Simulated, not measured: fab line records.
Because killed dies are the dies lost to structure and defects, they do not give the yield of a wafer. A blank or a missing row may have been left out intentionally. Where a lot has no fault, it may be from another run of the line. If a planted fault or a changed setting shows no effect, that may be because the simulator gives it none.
Problem report, 8D (eight disciplines) form, completed by code :: flow rit cmos :: the parts of the form that need people (team, actions taken, sign-off) are left out

== 1. THE PROBLEM ==
Mean SILICIDE_TI_RS at RIT_SILICIDE_RS_MEAS_02: 31.6 ohm/sq over 3 wafers in 2 lots; fault-free wafers: 49.6 ohm/sq, standard deviation 0.7. That puts it -26 standard deviations away from the usual mean.
The step: measures by four-point-probe.
Earliest sighting: wafer L762.1 on film metro-02 at day 4 11:56. The record has a number at this step for 42 wafers belonging to 14 lots. Rule for "out", or "out of limits": more than 4 standard deviations from the usual mean. All remaining wafers that have a number are taken as sound.

== 2. WHAT IT IS, AND WHAT IT ISN'T ==
question: which readings at this step
is: SILICIDE_TI_RS
is not: -

question: which lots
is: L762, L764
is not: L756, L757, L758, L761, L763, L769, L771, L774, L775, L776, L778, L779

question: which wafers of those lots
is: L762.1, L762.6, L764.6
is not: L762.3, L764.2, L764.3

question: read on which gauges
is: film metro-02, film metro-03
is not: film metro-04

question: when
is: from day 4 11:56
is not: up to then (13 sound wafers); but 26 sound wafers of L763, L764, L769, L771, L774, L775, L776, L778, L779 came after

== 3. WHAT RULES OUT EACH SUSPECT ==
Counting: if a tool at a process step up to the reading ran every lot that is out, it stays a suspect. Sound lots after the first of them don't rule it out here, since some wafers of a struck lot are sound.
- the gauge at RIT_SILICIDE_RS_MEAS_02 is ruled out. Those wafers that are out were read across 2 gauges (film metro-02, film metro-03).
- pvd sputter-02 at RIT_SILICIDE_SPUTTER_01 (material Ti, target thk 30 nm, time 234.8 s): kept. Every lot that is out went through it, the first being L762 (day 4 11:47); the last sound lot it ran before that was L757 (day 3 08:37).
The count leaves pvd sputter-02 at RIT_SILICIDE_SPUTTER_01.

== 4. THE CAUSE (what the simulator had put in) ==
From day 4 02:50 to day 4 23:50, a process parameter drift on pvd sputter-02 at RIT_SILICIDE_SPUTTER_01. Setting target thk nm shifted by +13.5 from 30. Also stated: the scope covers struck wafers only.
This tool alone remained once counting was done.

== 5. THE CHAIN OF EFFECTS, in route order ==
Each row: a reading whose mean over the struck wafers that have a number lies more than 3 standard deviations from the usual. Readings are gone through only where the record gives a usual standard deviation; hours: the median, over the lots, of the time from a lot's start at the first step in this table giving one to that lot's start at this step; sigmas: the change measured in usual standard deviations.
hours: 0
step: RIT_SILICIDE_RS_MEAS_02
reading: SILICIDE_TI_RS
usual: 49.6 ohm/sq
on struck wafers: 31.6
change: -18.0
sigmas: -26

hours: 0
step: RIT_SILICIDE_THK_MEAS_03
reading: SILICIDE_TI_THK
usual: 28.9 nm
on struck wafers: 41.6
change: +12.7
sigmas: +31

== 6. WHAT WOULD HAVE CAUGHT IT SOONER ==
9 hours passed between the start of the fault at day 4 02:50 and the first reading out of limits at a measuring or inspecting step in this record, taken at day 4 11:56.
Of the tool readings at RIT_SILICIDE_SPUTTER_01 for which the record gives a usual standard deviation, none was out on any struck wafer, so an alarm limit of 4 standard deviations on them would not have fired.
Lots out: 2; of these, L764 started RIT_SILICIDE_SPUTTER_01 on pvd sputter-02 after day 4 11:56. It would have been spared by a hold on the tool at that moment.
